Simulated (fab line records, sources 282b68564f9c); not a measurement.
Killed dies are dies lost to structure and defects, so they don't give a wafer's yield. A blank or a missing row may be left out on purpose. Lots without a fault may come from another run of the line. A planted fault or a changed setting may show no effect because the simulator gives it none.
A struck lot beside a sound one | flow rit_cmos | 17 steps out of a route of 202
Sound: wafers L860.3, L860.4, L860.6. Struck: wafers L852.2, L852.4, L852.6. The cause comes at the end.
At each step with rows: each side's tool, then ch and its chambers, then its first start. Under that, the readings that differ: sound wafers | struck wafers | difference of the means | sigmas: that difference in standard deviations of wafers without a fault.
alike: readings whose means differ by less than 2 such deviations, and words and numbers that are the same on both sides. not compared: withheld readings, readings that some wafer has no value for, bounds like >300 that may hide the same value, and numbers for which the record gives no deviation and whose values overlap.
The two part at a step that has a row with sigmas, a row that says differs or no value, or rows on one side only. Numbers that don't overlap but have no deviation are shown without sigmas and don't part them. A reading that every wafer of one side lacks parts them only if that side has two wafers or more.

first, 1 step without rows for these wafers: RIT_PRETRO_DEVELOP_05 (develop time 68 s).
RIT_PRETRO_OVL_MEAS_06:
  sound on overlay-02, day 5 15:35; struck on overlay-01, day 4 00:17
  alike: PRETRO_OVL
then, 2 steps without rows for these wafers: RIT_PRETRO_HARDBAKE_07 (time 120 s); RIT_PRETRO_IMPLANT_08.
RIT_PRETRO_STRIP_09: strips in O2, time 180 s.
  sound on plasma_asher-04 ch 0,1, day 5 16:04; struck on plasma_asher-01 ch 0,1, day 4 00:43
  alike: drypump_motor_current_A
  not compared: rf_hours_counter_h
RIT_PRETRO_TW_MEAS_10:
  sound on film_metro-04, day 5 16:12; struck on film_metro-01, day 4 00:55
  alike: PRETRO_TW
then, 5 steps without rows for these wafers: RIT_GATE_WET_ETCH_00 (etches SiO2 in BOE, target depth 56 nm, time 60 s); RIT_GATE_CLEAN_01 (cleans in SC1, time 600 s); RIT_GATE_CLEAN_02 (cleans in dHF, time 30 s); RIT_GATE_CLEAN_03 (cleans in SC2, time 600 s); RIT_GATE_CLEAN_04 (cleans in dHF, time 60 s).
RIT_FOX2_THK_MEAS_91:
  sound on film_metro-02, day 5 16:43; struck on film_metro-04, day 4 01:23
  alike: FIELD_OXIDE_LEFT_2_THK
RIT_GATE_OXIDATION_05: target thk 3 nm, ox time 270 s.
  sound on furnace-02 ch 0, day 5 16:45; struck on furnace-01 ch 0, day 4 01:26
  reading                                     | sound             | struck            | difference | sigmas
  spike_tc_centre_C (C)                       | 901.5 901.0 901.0 | 885.8 887.6 886.5 | -14.5      | -10
  spike_tc_load_C (C)                         | 930 930 929       | 913 914 915       | -16        | -5
  spike_tc_source_C (C)                       | 924.1 923.5 924.1 | 911.7 911.5 910.3 | -12.7      | -7
  model.SiO2_of_GATE_OXIDATION_05.thk_nm (nm) | 2.999 2.943 2.963 | 2.508 2.528 2.535 | -0.445     |
  alike: tube_center_temp_C_max
then, 1 step without rows for these wafers: RIT_GATE_ANNEAL_06 (time 600 s).
RIT_GATE_THK_MEAS_07:
  sound on film_metro-01, day 5 18:06; struck on film_metro-01, day 4 03:29
  reading             | sound          | struck         | difference | sigmas
  GATE_OXIDE_THK (nm) | 3.05 2.95 2.94 | 2.48 2.53 2.55 | -0.46      | -6
then, 1 step without rows for these wafers: RIT_GATE_CVD_08 (deposits poly-Si from SiH4, target thk 250 nm, time 2220 s).
RIT_M1_PROBE_99:
  sound on prober-01, day 6 18:46; struck on prober-01, day 5 02:33
  reading                             | sound             | struck            | difference | sigmas
  model.etest.pmos_0p3.r_on_ohm_um    | 6161 6200 6202    | 5274 5408 5295    | -862       |
  model.etest.pmos_turned.r_on_ohm_um | 3459 3486 3416    | 3039 3060 2995    | -422       |
  model.etest.pmos_0p15.r_on_ohm_um   | 2793 2812 2757    | 2423 2471 2380    | -363       |
  model.etest.nmos_0p3.r_on_ohm_um    | 2088 2106 2096    | 1966 1972 1913    | -146       |
  model.etest.nmos_0p15.drive_ua_um   | 458.9 465.4 478.1 | 532.3 527.1 529.7 | +62.2      |
  model.etest.nmos_narrow.drive_ua_um | 228.4 234.7 232.9 | 277.5 277.8 271.5 | +43.6      |
  model.etest.nmos_0p3.drive_ua_um    | 223.6 229.2 227.8 | 276.4 271.6 270.2 | +45.9      |
  model.etest.pmos_0p15.drive_ua_um   | 249.1 249.6 256.1 | 316.1 305.6 309.5 | +58.8      |
  alike: killed_at_front_end, killed_dies, killed_open, killed_short

WHERE THEY PART
First at RIT_GATE_OXIDATION_05; last, within this record, at RIT_GATE_THK_MEAS_07. Later steps at which nothing parts them and some readings are alike: RIT_M1_PROBE_99.

WHY: what the simulator had put in
Process parameter drift: furnace-01, from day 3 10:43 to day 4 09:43, at RIT_GATE_OXIDATION_05. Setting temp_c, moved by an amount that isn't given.
